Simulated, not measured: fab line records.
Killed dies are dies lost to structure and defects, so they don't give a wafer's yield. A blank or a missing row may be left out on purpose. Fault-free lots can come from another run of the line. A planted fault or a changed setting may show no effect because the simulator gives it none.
fab line records	flow ritCmos
record lots=5	wafers=27
route steps=202 shown M1@192
startH: start of the lot's first displayed wafer, in hours after the record's first day	waitH: hours from the lot's prior step to this one	" as in the row above	L1.1+2: a single row standing in for several wafers	- value missing, or start not given	* or withheld: withheld	< > ~ a bound
route shown NAME@n: NAME is a module with steps in the file, n the number in the route of the first one	usual: mean/standard deviation taken from wafers without a fault	same: alike in all rows	chamber/n: place in a boat	sites: readings site by site	_std_site: standard deviation of those values	_edge_site: outer sites' mean less inner sites'	radiusMm: for every site, how far away it sits from the centre of the wafer	mask NAME#n: copy n	behind: tool/chamber where the wafer was last shaped	hold: what put the lot on hold/how long, in hours/how the hold closed	device: transistor that didn't switch, given as n, p or np	end of line: tests of these same wafers at the route's end	a step with no rows: only its recipe	killed: dies that structure and defects cost at the first sort, which is not the same as the wafer's yield	map: shows each die of a wafer: x if killed, . if not, _ if none is there
set.NAME: setting as actually run; set.NAME@STEP: the setting as run at that earlier step	model.NAME: the simulator's own value behind a step, which no gauge read
lots where settings were altered on purpose, with a table for each step and a row for each wafer
## steps
# step RIT_M1_DEVELOP_08
# recipe resist=NOVOLAK	developTimeS=68	devTempC=23
lot.wafer	tool	chamber	startH	waitH	set.developTimeS
L074.1+5+6	lithoTrack-02	0	-	-	97.53
L074.2+3+4	"	0	"	"	68
L076.2+3+6	lithoTrack-01	0	-	-	68
L077.1+4+6	lithoTrack-04	0	-	-	68
L077.2+3+5	"	0	"	"	34.17
L078.1+4+6	lithoTrack-02	0	-	-	81.82
L078.2+3+5	"	0	"	"	68
L080.1+3+4	lithoTrack-02	0	-	-	50.73
L080.2+5+6	"	0	"	"	68
# step RIT_M1_CD_MEAS_09
# recipe targetCdNm=2600
# usual cdNm=2600.4/2
lot.wafer	tool	chamber	startH	waitH	set.developTimeS@M1_DEVELOP_08	cdNm
L074.1	cdSem-01	-	58.18	-	97.53	2572.2
L074.2	"	-	"	"	68	2601.7
L074.3	"	-	"	"	68	2602.5
L074.4	"	-	"	"	68	2600.4
L074.5	"	-	"	"	97.53	2570.5
L074.6	"	-	"	"	97.53	2572.2
L076.2	cdSem-01	-	75.00	-	68	2605.4
L076.3	"	-	"	"	68	2604.2
L076.6	"	-	"	"	68	2607.4
L077.1	cdSem-01	-	82.12	-	68	2598.1
L077.2	"	-	"	"	34.17	2670.1
L077.3	"	-	"	"	34.17	2671.9
L077.4	"	-	"	"	68	2597.2
L077.5	"	-	"	"	34.17	2668.5
L077.6	"	-	"	"	68	2599.0
L078.1	cdSem-01	-	85.40	-	81.82	2580.2
L078.2	"	-	"	"	68	2599.2
L078.3	"	-	"	"	68	2599.5
L078.4	"	-	"	"	81.82	2584.8
L078.5	"	-	"	"	68	2600.2
L078.6	"	-	"	"	81.82	2583.2
L080.1	cdSem-01	-	102.29	-	50.73	2628.0
L080.2	"	-	"	"	68	2600.5
L080.3	"	-	"	"	50.73	2626.6
L080.4	"	-	"	"	50.73	2627.6
L080.5	"	-	"	"	68	2599.5
L080.6	"	-	"	"	68	2599.8
# step RIT_M1_HARDBAKE_11
# recipe resist=NOVOLAK	tempC=140	timeS=120
# step RIT_M1_METAL_ETCH_12
# recipe stopOn=SiO2	chemistry=Cl2/BCl3	target=Al	timeS=165	overEtchFrac=0.5	pressureMtorr=100	targetDepthA=6000	rfW=250	Cl2_flow_sccm=60	bcl3FlowSccm=50
lot.wafer	tool	chamber	startH	waitH	set.developTimeS@M1_DEVELOP_08	model.M1.cdNm
L074.1+6	rieMetal-02	0,1	58.59	0.2	97.53	2570
L074.2	"	1	"	"	68	2600
L074.3	"	1	"	"	68	2602
L074.4	"	0	"	"	68	2599
L074.5	"	0	"	"	97.53	2569
L076.2	rieMetal-04	1	75.38	0.2	68	2608
L076.3	"	1	"	"	68	2605
L076.6	"	0	"	"	68	2611
L077.1	rieMetal-02	1	82.53	0.2	68	2594
L077.2+5	"	0,1	"	"	34.17	2667
L077.3	"	1	"	"	34.17	2669
L077.4	"	0	"	"	68	2593
L077.6	"	0	"	"	68	2597
L078.1	rieMetal-03	0	85.80	0.2	81.82	2584
L078.2	"	1	"	"	68	2602
L078.3	"	1	"	"	68	2600
L078.4	"	0	"	"	81.82	2588
L078.5	"	0	"	"	68	2604
L078.6	"	1	"	"	81.82	2585
L080.1	rieMetal-03	0	102.84	0.2	50.73	2632
L080.2+6	"	1	"	"	68	2600
L080.3	"	0	"	"	50.73	2630
L080.4	"	1	"	"	50.73	2628
L080.5	"	0	"	"	68	2603
# step RIT_M1_STRIP_13
# recipe chemistry=nmp	resist=NOVOLAK	tempC=80	timeS=600	dry=n2Spin
# step RIT_M1_STRIP_14
# recipe chemistry=O2	timeS=180	platenTempC=withheld	powerW=500	pressureMtorr=4000	o2FlowSccm=4000
# step RIT_M1_CD_MEAS_90
# recipe targetCdNm=2600
# usual cdNm=2601/3
lot.wafer	tool	chamber	startH	waitH	set.developTimeS@M1_DEVELOP_08	cdNm
L074.1	cdSem-02	-	59.16	0.1	97.53	2570
L074.2	"	-	"	"	68	2601
L074.3	"	-	"	"	68	2602
L074.4	"	-	"	"	68	2598
L074.5	"	-	"	"	97.53	2569
L074.6	"	-	"	"	97.53	2570
L076.2	cdSem-02	-	75.92	0.1	68	2608
L076.3	"	-	"	"	68	2604
L076.6	"	-	"	"	68	2610
L077.1	cdSem-01	-	83.06	0.1	68	2594
L077.2	"	-	"	"	34.17	2668
L077.3	"	-	"	"	34.17	2669
L077.4	"	-	"	"	68	2593
L077.5	"	-	"	"	34.17	2667
L077.6	"	-	"	"	68	2597
L078.1	cdSem-02	-	86.32	0.1	81.82	2584
L078.2	"	-	"	"	68	2602
L078.3	"	-	"	"	68	2600
L078.4	"	-	"	"	81.82	2587
L078.5	"	-	"	"	68	2604
L078.6	"	-	"	"	81.82	2585
L080.1	cdSem-02	-	103.53	0.1	50.73	2632
L080.2	"	-	"	"	68	2601
L080.3	"	-	"	"	50.73	2630
L080.4	"	-	"	"	50.73	2628
L080.5	"	-	"	"	68	2603
L080.6	"	-	"	"	68	2600
# step RIT_M1_ANNEAL_15
# recipe tempC=450	timeS=1800	ambient=forming_gas_H2N2
# step RIT_M1_PROBE_99
# usual killedAtContacts=0.1/0.25	killedAtFrontEnd=7/3.1	killedDies=7/3.2	killedOpen=3.8/2	killedShort=3.5/2.2
# same grossDies=264	killed_at_M0_to_M3=0	killed_at_M4_up=0	killedAtBackSide=0	killedAtOther=0
lot.wafer	tool	chamber	startH	waitH	set.oxTimeS@GATE_OXIDATION_05	set.timeS@SPACER_CVD_03	killedAtContacts	killedAtFrontEnd	killedDies	killedOpen	killedShort	model.etest.pplusSal.widthNm	model.etest.pwellPinched.rsOhmSq	model.etest.nwellPinched.rsOhmSq	model.etest.wellEdgeRight.lineOhmUm
L074.1	prober-01	-	62.01	0.1	137.6	5124	0	264	264	3	0	-	-	-	-
L074.2	prober-01	-	62.06	0.1	137.6	5124	0	264	264	4	2	-	-	-	-
L074.3	prober-01	-	62.11	0.2	137.6	5124	0	264	264	4	5	-	-	-	-
L074.4	prober-01	-	62.16	0.2	137.6	5124	0	264	264	2	6	-	-	-	-
L074.5	prober-01	-	62.21	0.2	137.6	5124	1	263	264	4	2	-	-	-	-
L074.6	prober-01	-	62.26	0.2	137.6	5124	0	264	264	4	2	-	-	-	-
L076.2	prober-01	-	77.69	0.1	270	3300	0	5	5	2	3	3453	451.2	339	183.1
L076.3	prober-01	-	77.74	0.2	270	3300	0	9	9	5	4	3484	461.8	342.6	182.3
L076.6	prober-01	-	77.89	0.2	270	3300	1	6	7	2	5	3467	448.4	338.1	185.8
L077.1	prober-02	-	84.80	0.1	330.3	1810	0	5	5	2	3	-	-	-	-
L077.2	prober-02	-	84.85	0.1	330.3	1810	0	2	2	0	2	-	-	-	-
L077.3	prober-02	-	84.90	0.2	330.3	1810	0	6	6	4	2	-	-	-	-
L077.4	prober-02	-	84.95	0.2	330.3	1810	0	2	2	2	0	-	-	-	-
L077.5	prober-02	-	85.00	0.2	330.3	1810	0	7	7	4	3	-	-	-	-
L077.6	prober-02	-	85.05	0.2	330.3	1810	0	7	7	5	2	-	-	-	-
L078.1	prober-01	-	88.06	0.1	270	3300	0	8	8	2	6	3525	450.1	334.6	186
L078.2	prober-01	-	88.11	0.1	270	3300	0	5	5	3	2	3500	448.5	329.2	183
L078.3	prober-01	-	88.16	0.2	270	3300	0	3	3	1	2	3533	454.7	335.8	183
L078.4	prober-01	-	88.21	0.2	270	3300	0	8	8	5	3	3518	446.5	337.1	183.3
L078.5	prober-01	-	88.26	0.2	270	3300	0	3	3	2	1	3526	453	334.1	181.2
L078.6	prober-01	-	88.31	0.2	270	3300	0	9	9	5	4	3498	444.3	331.1	185.2
L080.1	prober-02	-	105.49	0.1	314.3	1677	0	9	9	3	6	-	-	-	-
L080.2	prober-02	-	105.54	0.1	314.3	1677	0	12	12	5	7	3642	549.7	415.7	220.4
L080.3	prober-02	-	105.59	0.2	314.3	1677	1	7	8	3	5	-	-	-	-
L080.4	prober-02	-	105.64	0.2	314.3	1677	0	7	7	1	6	3654	557.8	413.8	225.4
L080.5	prober-02	-	105.69	0.2	314.3	1677	0	12	12	6	6	3644	554.9	419.7	224
L080.6	prober-02	-	105.74	0.2	314.3	1677	0	4	4	1	3	3657	543.2	418.4	225.4
# killed by level:class
L074.1 SPACER:areaEtchback=261 FOX1:geometricParticle:open=2 GATE:geometricParticle:open=1
L074.2 SPACER:areaEtchback=258 FOX2:geometricParticle:open=1 REOX:geometricParticle:open=1 REOX:geometricParticle:short=1 SPACER:geometricParticle:open=1 SPACER:geometricParticle:short=1 SILICIDE:geometricParticle:open=1
L074.3 SPACER:areaEtchback=255 GATE:geometricParticle:short=3 GATE:geometricParticle:open=2 FOX1:geometricParticle:open=1 SPACER:geometricParticle:short=1 SILICIDE:geometricParticle:short=1 SILICIDE:geometricParticle:open=1
L074.4 SPACER:areaEtchback=256 GATE:geometricParticle:short=3 FOX1:geometricParticle:short=1 FOX1:geometricParticle:open=1 SPACER:geometricParticle:short=1 SPACER:geometricParticle:open=1 SILICIDE:geometricParticle:short=1
L074.5 SPACER:areaEtchback=258 GATE:geometricParticle:open=2 GATE:geometricParticle:short=1 REOX:geometricParticle:short=1 SPACER:geometricParticle:open=1 CONTACT:geometricParticle:open=1
L074.6 SPACER:areaEtchback=258 GATE:geometricParticle:short=2 FOX1:geometricParticle:open=1 FOX2:geometricParticle:open=1 GATE:geometricParticle:open=1 SILICIDE:geometricParticle:open=1
L076.2 FOX1:geometricParticle:short=1 FOX1:geometricParticle:open=1 SPACER:geometricParticle:short=1 SPACER:geometricParticle:open=1 SILICIDE:geometricParticle:short=1
L076.3 GATE:geometricParticle:open=2 FOX1:geometricParticle:short=1 FOX2:geometricParticle:open=1 GATE:geometricParticle:short=1 SPACER:geometricParticle:short=1 SPACER:geometricParticle:open=1 SILICIDE:geometricParticle:open=1 SILICIDE:geometricParticle:short=1
L076.6 GATE:geometricParticle:short=2 GATE:geometricParticle:open=1 SPACER:geometricParticle:short=1 SILICIDE:geometricParticle:open=1 SILICIDE:geometricParticle:short=1 CONTACT:geometricParticle:short=1
L077.1 GATE:geometricParticle:open=2 GATE:geometricParticle:short=1 REOX:geometricParticle:short=1 SILICIDE:geometricParticle:short=1
L077.2 FOX1:geometricParticle:short=1 SILICIDE:geometricParticle:short=1
L077.3 GATE:geometricParticle:open=2 REOX:geometricParticle:open=2 REOX:geometricParticle:short=2
L077.4 SPACER:geometricParticle:open=2
L077.5 REOX:geometricParticle:short=2 FOX1:geometricParticle:open=1 GATE:geometricParticle:open=1 SPACER:geometricParticle:open=1 SILICIDE:geometricParticle:short=1 SILICIDE:geometricParticle:open=1
L077.6 SPACER:geometricParticle:open=4 REOX:geometricParticle:open=1 REOX:geometricParticle:short=1 SPACER:geometricParticle:short=1
L078.1 FOX2:geometricParticle:short=3 SILICIDE:geometricParticle:short=2 FOX2:geometricParticle:open=1 GATE:geometricParticle:short=1 GATE:geometricParticle:open=1
L078.2 SILICIDE:geometricParticle:open=3 GATE:geometricParticle:short=1 SILICIDE:geometricParticle:short=1
L078.3 SILICIDE:geometricParticle:short=2 REOX:geometricParticle:open=1
L078.4 GATE:geometricParticle:open=2 FOX1:geometricParticle:open=1 FOX2:geometricParticle:short=1 FOX2:geometricParticle:open=1 GATE:geometricParticle:short=1 REOX:geometricParticle:open=1 SPACER:geometricParticle:short=1
L078.5 GATE:geometricParticle:open=1 REOX:geometricParticle:open=1 SPACER:geometricParticle:short=1
L078.6 GATE:geometricParticle:open=2 REOX:geometricParticle:short=2 SILICIDE:geometricParticle:open=2 SPACER:geometricParticle:open=1 SPACER:geometricParticle:short=1 SILICIDE:geometricParticle:short=1
L080.1 FOX2:geometricParticle:short=3 SILICIDE:geometricParticle:short=2 GATE:geometricParticle:open=1 GATE:geometricParticle:short=1 SPACER:geometricParticle:open=1 SILICIDE:geometricParticle:open=1
L080.2 GATE:geometricParticle:open=3 REOX:geometricParticle:short=3 GATE:geometricParticle:short=2 FOX2:geometricParticle:open=1 SPACER:geometricParticle:short=1 SPACER:geometricParticle:open=1 SILICIDE:geometricParticle:short=1
L080.3 GATE:geometricParticle:short=3 FOX2:geometricParticle:short=1 FOX2:geometricParticle:open=1 SILICIDE:geometricParticle:open=1 SILICIDE:geometricParticle:short=1 CONTACT:geometricParticle:open=1
L080.4 FOX2:geometricParticle:short=2 GATE:geometricParticle:short=2 REOX:geometricParticle:short=2 SPACER:geometricParticle:open=1
L080.5 GATE:geometricParticle:open=3 FOX2:geometricParticle:short=2 GATE:geometricParticle:short=2 FOX2:geometricParticle:open=1 SPACER:geometricParticle:short=1 SPACER:geometricParticle:open=1 SILICIDE:geometricParticle:short=1 SILICIDE:geometricParticle:open=1
L080.6 SPACER:geometricParticle:short=2 GATE:geometricParticle:short=1 SILICIDE:geometricParticle:open=1
## key
split step=RIT_M1_DEVELOP_08	setting=developTimeS	stated=68	by=wafer
response step=RIT_M1_CD_MEAS_09	reading=cdNm	change=-1.09	per=1%	r=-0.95
response step=RIT_M1_METAL_ETCH_12	reading=model.M1.cdNm	change=-1.11	per=1%	r=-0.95
response step=RIT_M1_CD_MEAS_90	reading=cdNm	change=-1.11	per=1%	r=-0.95
split outsideThisFile step=RIT_GATE_OXIDATION_05 setting=oxTimeS
split outsideThisFile step=RIT_SPACER_CVD_03 setting=timeS
# split outsideThisFile: this setting was split too, and the file shows its column; the key of that split is in another file
